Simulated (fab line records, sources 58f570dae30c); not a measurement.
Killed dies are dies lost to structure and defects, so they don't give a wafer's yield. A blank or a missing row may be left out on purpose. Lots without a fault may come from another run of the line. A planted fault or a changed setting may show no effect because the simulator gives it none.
Chamber matching | flow berkeley_cmos170 | UCB170_ACTIVE_ETCH_15 on rie_diel-03: 4 sister chambers
The step etches Si3N4 in CH3F/Ar/O2, stops on SiO2, target depth 242 nm, time 151 s. 8 wafers are shown with their chamber, then 7 later ones without.

WAFERS WITH THEIR CHAMBER
wafer  | chamber | drypump_motor_current_A (A) | throttle_valve_pct (%)
L786.3 | 1       | 5.4                         | 8.28
L794.1 | 1       | 5.3                         | 8.28
L794.5 | 3       | 4.8                         | 8.05
L795.2 | 2       | 6.3                         | 8.05
L795.4 | 0       | 5.8                         | 8.05
L795.5 | 3       | 4.8                         | 8.04
L798.1 | 2       | 6.3                         | 8.06
L798.2 | 0       | 5.8                         | 8.05

WAFERS WITHOUT THEIR CHAMBER
wafer  | drypump_motor_current_A (A) | throttle_valve_pct (%)
L798.4 | 4.9                         | 8.03
L796.3 | 6.3                         | 8.04
L796.4 | 5.4                         | 8.28
L796.5 | 5.8                         | 8.06
L800.1 | 6.3                         | 8.06
L800.2 | 5.4                         | 8.29
L800.3 | 5.8                         | 8.04

WHICH CHAMBER EACH WENT THROUGH
wafer  | from the rows above | in truth
L798.4 | 3                   | 3
L796.3 | 2                   | 2
L796.4 | 1                   | 1
L796.5 | 0                   | 0
L800.1 | 2                   | 2
L800.2 | 1                   | 1
L800.3 | 0                   | 0
Placed correctly: 7 of 7. Can't be placed from these rows: 0. Placed wrongly: 0.
How it was worked out, from the rows above alone: a wafer's distance from a chamber is the root of the sum, over the readings, of the square of ((its reading less the chamber's mean) divided by the reading's scatter). The wafer belongs to the nearest chamber; if the next one is less than 2 further off, it can't be placed. A chamber's mean is the mean of its shown wafers. The scatter: the root of (the sum of the squares of (reading less its chamber's mean) over the shown wafers, divided by (wafers less chambers)).
